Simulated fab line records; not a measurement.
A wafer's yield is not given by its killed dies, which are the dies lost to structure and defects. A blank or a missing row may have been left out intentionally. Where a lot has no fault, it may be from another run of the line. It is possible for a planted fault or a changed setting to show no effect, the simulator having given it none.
2 desks looking at one fault    flow berkeley-cmos170    each desk holds nothing but its own numbers, with what lay behind them at the end

## FOR THE TOOL OWNER'S DESK: rie-diel-03
The tool's own readings at UCB170_V2_ETCH_14 (etches SiO2 in CHF3/CF4/Ar, stops on Al, target depth 1250 nm, time 291 s): means of the sampled wafers that have a number, for each lot that ran on this tool. If a lot's mean is further than 4 standard deviations from the usual mean, the lot is out of limits and carries the mark OUT (the distance appears in the brackets).
Columns: A = drypump-motor-current-A at UCB170_V2_ETCH_14, usual 5.8 A; B = oes-product-au at UCB170_V2_ETCH_14, usual 0.868 a.u.; C = throttle-valve-pct at UCB170_V2_ETCH_14, usual 6.94 %
lot   first seen here  A    B      C
L533  day 9 22:37      6.1  0.858  7.01
L541  day 11 03:23     5.9  0.867  6.98
L540  day 11 04:13     5.8  0.870  6.99
L545  day 11 17:46     6.0  0.840  6.98
L546  day 12 07:02     6.0  0.836  6.99
L547  day 12 08:29     6.1  0.830  7.02
Finding of this desk: none of the 6 lots has anything out of limits.

## FROM THE METROLOGY DESK
Means of the sampled wafers that have a number, per lot and without regard to the tool the lot ran on: this is what the gauges read. If a lot's mean is further than 4 standard deviations from the usual mean, the lot is out of limits and carries the mark OUT (the distance appears in the brackets).
Columns: A = NSD_RS at UCB170_SDANNEAL_RS_MEAS_03, usual 37.25 ohm/sq; B = M3_AL_THK at UCB170_M3_THK_MEAS_03, usual 891 nm
lot   first seen here  A      B
L532  day 8 12:46      37.31  881
L533  day 9 04:05      37.34  896
L534  day 9 06:23      37.25  890
L536  day 9 06:55      37.15  891
L538  day 10 01:20     37.11  885
L539  day 10 01:41     37.24  891
L541  day 10 02:01     37.33  879
L542  day 10 02:16     37.18  898
L540  day 10 03:04     37.35  884
L545  day 10 23:08     37.33  911
L544  day 10 23:40     37.13  887
L547  day 11 14:39     37.28  868
L546  day 11 15:10     37.17  912
L551  day 12 14:34     37.28  911
L552  day 12 18:13     37.18  891
Finding of this desk: none of the 15 lots has anything out of limits.

## BROUGHT TOGETHER
The tool owner's desk saw nothing out of limits.
The metrology desk saw nothing out of limits.

## WHAT THE SIMULATOR HAD INSERTED
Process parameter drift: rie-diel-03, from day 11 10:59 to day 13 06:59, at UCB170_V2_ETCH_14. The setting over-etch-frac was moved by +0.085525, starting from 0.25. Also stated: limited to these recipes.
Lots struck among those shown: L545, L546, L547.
